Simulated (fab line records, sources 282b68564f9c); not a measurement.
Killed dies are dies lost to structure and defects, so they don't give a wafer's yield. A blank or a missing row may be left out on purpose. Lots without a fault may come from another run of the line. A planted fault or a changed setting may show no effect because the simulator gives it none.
Split-lot experiment | flow rit_cmos | 5 lots, 23 wafers read, on a route of 202 steps

THE SPLIT
At RIT_NLDD_IMPLANT_08, the setting dose_cm2 was moved away from the recipe's 5e+14 on 12 of the 23 wafers read, by -5.2% to +7.3%. The other wafers ran this setting at the recipe's value.

FROM THE SPLIT TO THE READING: what the file shows between them, 1 step
- RIT_NLDD_STRIP_09: strips in O2, time 180 s

THE READING
NLDD_TW, at RIT_NLDD_TW_MEAS_10. Fault-free wafers of this fab line usually give 2490, standard deviation 10.

wafer  | tool, chamber at the split | dose_cm2 as run | against the recipe | NLDD_TW | against lot-mates on the recipe
L074.1 | implanter-02, 0            | 5.364e+14       | +7.3%              | 2539    | +40
L074.2 | implanter-02, 0            | 5e+14           | recipe             | 2499    | -
L074.3 | implanter-02, 0            | 5.364e+14       | +7.3%              | 2535    | +36
L074.4 | implanter-02, 0            | 5e+14           | recipe             | 2498    | -
L074.6 | implanter-02, 0            | 5.364e+14       | +7.3%              | 2547    | +48
L076.1 | implanter-02, 0            | 5.299e+14       | +6.0%              | 2530    | +39
L076.2 | implanter-02, 0            | 5e+14           | recipe             | 2488    | -
L076.3 | implanter-02, 0            | 5.299e+14       | +6.0%              | 2534    | +43
L076.5 | implanter-02, 0            | 5e+14           | recipe             | 2494    | -
L076.6 | implanter-02, 0            | 5.299e+14       | +6.0%              | 2547    | +56
L080.2 | implanter-03, 0            | 5e+14           | recipe             | 2477    | -
L080.3 | implanter-03, 0            | 5e+14           | recipe             | 2487    | -
L080.6 | implanter-03, 0            | 5e+14           | recipe             | 2488    | -
L083.1 | implanter-02, 0            | 4.738e+14       | -5.2%              | 2453    | -50
L083.2 | implanter-02, 0            | 5e+14           | recipe             | 2509    | -
L083.3 | implanter-02, 0            | 4.738e+14       | -5.2%              | 2453    | -50
L083.5 | implanter-02, 0            | 4.738e+14       | -5.2%              | 2447    | -56
L083.6 | implanter-02, 0            | 5e+14           | recipe             | 2498    | -
L084.2 | implanter-02, 0            | 5.225e+14       | +4.5%              | 2508    | +35
L084.3 | implanter-02, 0            | 5.225e+14       | +4.5%              | 2508    | +35
L084.4 | implanter-02, 0            | 5.225e+14       | +4.5%              | 2510    | +37
L084.5 | implanter-02, 0            | 5e+14           | recipe             | 2467    | -
L084.6 | implanter-02, 0            | 5e+14           | recipe             | 2479    | -

THE FIT
A straight line over all 23 wafers: NLDD_TW changes by +7.01 for each +1% of dose_cm2; r = +0.94; the points scatter about the line by 10.
The same after taking each lot's own level away (the mean of its wafers on the recipe; 23 wafers): +7.75 for each +1%; r = +0.97; scatter 7.8.
On that fit, the largest move of dose_cm2 shifts the reading by 56.
The lots' own levels span 2473.0 to 2503.5, that is 3.0 times the standard deviation above.
So the lot-to-lot level changes the slope little: the two slopes agree.
Check: with one of the wafers moved furthest among these (+7.3%) left out of the fit, the line predicts +55 for it against its lot-mates. It came out at +40.5 against them.

OTHER SPLITS ON THESE WAFERS
These wafers also went through other splits before the reading. Each is held against what the fit with the lots' levels taken away leaves over:
other split on the same wafers    | wafers away from the commonest value | r with NLDD_TW (lot level and that fit taken away)
RIT_ACTIVE_CVD_03 temp_c          | 18                                   | -0.44
RIT_ACTIVE_COAT_06 spin_rpm       | 7                                    | +0.39
RIT_ACTIVE_ETCH_13 pressure_mtorr | 15                                   | +0.47
RIT_FOX1_WET_ETCH_02 time_s       | 18                                   | +0.26
RIT_NWELL_IMPLANT_08 energy_kev   | 12                                   | +0.10
RIT_PWELL_IMPLANT_08 energy_kev   | 7                                    | +0.33
RIT_NRETRO_IMPLANT_08 dose_cm2    | 10                                   | -0.19
RIT_GATE_OXIDATION_05 temp_c      | 18                                   | +0.03
RIT_GATE_EXPOSE_13 dose_mj        | 9                                    | +0.30

THE FILE'S OWN FIT
NLDD_TW changes by +7.49 for each +1% of dose_cm2, r = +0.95.
